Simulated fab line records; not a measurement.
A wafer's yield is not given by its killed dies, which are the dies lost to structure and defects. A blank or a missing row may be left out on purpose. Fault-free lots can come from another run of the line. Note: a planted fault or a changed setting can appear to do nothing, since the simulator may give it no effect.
2 desks, one fault	flow rit_cmos	what lay behind the numbers comes last; until then each desk has only its own

== METROLOGY DESK ==
What the gauges read for every lot (on any tool): the sampled wafers with a number, averaged. A lot is out of limits, marked OUT, if its mean lies more than 4 standard deviations from the usual mean; the brackets give that distance.
Columns: A = M1_AL_RS at RIT_M1_RS_MEAS_01, usual 0.0732 ohm/sq; B = M1_AL_THK at RIT_M1_THK_MEAS_02, usual 401 nm; C = cd_nm at RIT_M1_CD_MEAS_09, usual 2599.4 nm; D = M1_OVL at RIT_M1_OVL_MEAS_10, usual -0.5 nm
lot	first seen here	A	B	C	D
L792	day 4 18:13	0.0741	395	2597.6	-2.2
L796	day 5 17:04	0.0738	400	2601.1	-0.9
L802	day 6 21:04	0.0717	404	2601.3	-1.8
L805	day 7 22:28	0.0732	403	2598.8	-1.9
L806	day 8 04:42	0.0739	394	2601.3	1.4
L807	day 8 14:02	0.0729	400	2599.1	0.2
Result from this desk: across the 6 lots, nothing is out of limits.

== THE TOOL OWNER'S DESK: rie_metal-02 ==
The tool's own readings at RIT_M1_METAL_ETCH_12 (etches Al in Cl2/BCl3, stops on SiO2, time 165 s, target depth 600 nm): means of the sampled wafers that have a number, for each lot that ran on this tool. A lot is out of limits, marked OUT, if its mean lies more than 4 standard deviations from the usual mean; the brackets give that distance.
Columns: A = drypump_motor_current_A at RIT_M1_METAL_ETCH_12, usual 5.5 A; B = mfc_cl2_sccm at RIT_M1_METAL_ETCH_12, usual 60.02 sccm; C = oes_product_au at RIT_M1_METAL_ETCH_12, usual 0.781 a.u.; D = throttle_valve_pct at RIT_M1_METAL_ETCH_12, usual 8.27 %
lot	first seen here	A	B	C	D
L792	day 4 19:47	5.7	60.26	0.766	8.36
L802	day 6 22:33	5.7	60.13	0.790	8.25
L805	day 8 00:05	5.7	59.94	0.772	8.25
Result from this desk: across the 3 lots, nothing is out of limits.

== BROUGHT TOGETHER ==
At the metrology desk, nothing out of limits was observed.
Nothing out of limits was seen by the tool owner's desk.

== WHAT THE SIMULATOR HAD PUT IN ==
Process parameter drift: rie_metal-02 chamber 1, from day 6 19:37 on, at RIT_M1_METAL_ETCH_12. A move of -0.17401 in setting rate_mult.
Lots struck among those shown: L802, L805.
